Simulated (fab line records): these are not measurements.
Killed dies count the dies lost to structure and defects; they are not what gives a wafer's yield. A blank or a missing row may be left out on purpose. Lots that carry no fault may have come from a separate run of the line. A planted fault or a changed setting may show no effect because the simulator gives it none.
A struck lot beside a sound one ; flow rit_cmos ; 18 steps out of a route of 202
Sound: these wafers, L517.1, L517.2, L517.4. Wafers L516.1, L516.3, L516.6 were the ones struck. The cause is given at the end.
At each step with rows: each side's tool, then ch and its chambers, then its first start. Under that, the readings that differ: sound wafers ; struck wafers ; difference of the means ; sigmas: that difference in standard deviations of wafers without a fault.
alike: words and numbers the same on both sides, and readings whose means are apart by under 2 such deviations; not compared: readings that were withheld, readings missing a value for some wafer, numbers with overlapping values and no deviation given by the record, and bounds like >300 which may hide the same value.
The two part at a step that has a row with sigmas, a row that says differs or no value, or rows on one side only. Numbers that have no deviation but don't overlap get no sigmas and don't part them. Lack of a reading on every wafer of one side parts them only where that side has two or more wafers.

first, 1 step without rows for these wafers: RIT_PLDD_IMPLANT_08.
RIT_PLDD_STRIP_09: strips in O2, time 180 s.
  sound on plasma_asher-03 ch 0,1, day 6 02:17; struck on plasma_asher-03 ch 1, day 5 19:02
  alike: drypump_motor_current_A
  not compared: rf_hours_counter_h
RIT_PLDD_TW_MEAS_10:
  sound: film_metro-01 at day 6 02:27; struck: film_metro-02 at day 5 19:12
  alike: PLDD_TW
then, 4 steps without rows for these wafers: RIT_SPACER_CLEAN_00 (cleans in SC1, time 600 s); RIT_SPACER_CLEAN_01 (cleans in dHF, time 30 s); RIT_SPACER_CLEAN_02 (cleans in SC2, time 600 s); RIT_SPACER_CVD_03 (deposits Si3N4 from SiH2Cl2/NH3, target thk 250 nm, time 3300 s).
RIT_SPACER_THK_MEAS_04:
  sound: film_metro-03 at day 6 04:47; struck: film_metro-01 at day 5 21:33
  alike: SPACER_NITRIDE_THK
RIT_SPACER_ETCHBACK_05: etches Si3N4 in SF6/CHF3, stops on SiO2, target depth 250 nm, time 240 s.
  sound on rie_diel-03 ch 0,2,3, day 6 04:51; struck on rie_diel-03 ch 0,2,3, day 5 21:37
  alike: drypump_motor_current_A, oes_product_au, rf_fwd_power_W, throttle_valve_pct
  not compared: rf_hours_counter_h
then, 3 steps without rows for these wafers: RIT_NSD_HMDS_00 (prime time 60 s); RIT_NSD_COAT_01 (resist thk 1000 nm); RIT_NSD_SOFTBAKE_02 (time 60 s).
RIT_NSD_EXPOSE_03: exposes mask M9, target cd 40700 nm.
  sound on iline_stepper-02 ch 0, day 6 05:35; struck on iline_stepper-01 ch 0, day 5 22:20
reading;sound;struck;difference;sigmas
model.NSD.overlay_x_nm (nm);-0.2187 -0.2187 -0.2187;420.4 420.4 420.4;+420.6;
  alike: mask, reticle_temp_C
then, 2 steps without rows for these wafers: RIT_NSD_PEB_04; RIT_NSD_DEVELOP_05 (develop time 50 s).
RIT_NSD_OVL_MEAS_06:
  sound: overlay-01 at day 6 05:59; struck: overlay-02 at day 5 22:44
reading;sound;struck;difference;sigmas
NSD_OVL (nm);-1.7 -0.6 0.0;419.1 417.2 416.6;+418.4;+99 or more
then, 1 step without rows for these wafers: RIT_NSD_HARDBAKE_07 (time 60 s).
RIT_M1_PROBE_99:
  sound: prober-02 at day 6 16:01; struck: prober-01 at day 6 08:23
reading;sound;struck;difference;sigmas
model.etest.select_edge_diode_n.over_limit;0 0 0;1 1 1;+1;
  alike: killed_at_front_end, killed_dies, killed_open, killed_short

## WHERE THEY PART
Only at RIT_NSD_OVL_MEAS_06, within this record. Later steps at which nothing parts them and some readings are alike: RIT_M1_PROBE_99.

WHY: the cause the simulator had injected
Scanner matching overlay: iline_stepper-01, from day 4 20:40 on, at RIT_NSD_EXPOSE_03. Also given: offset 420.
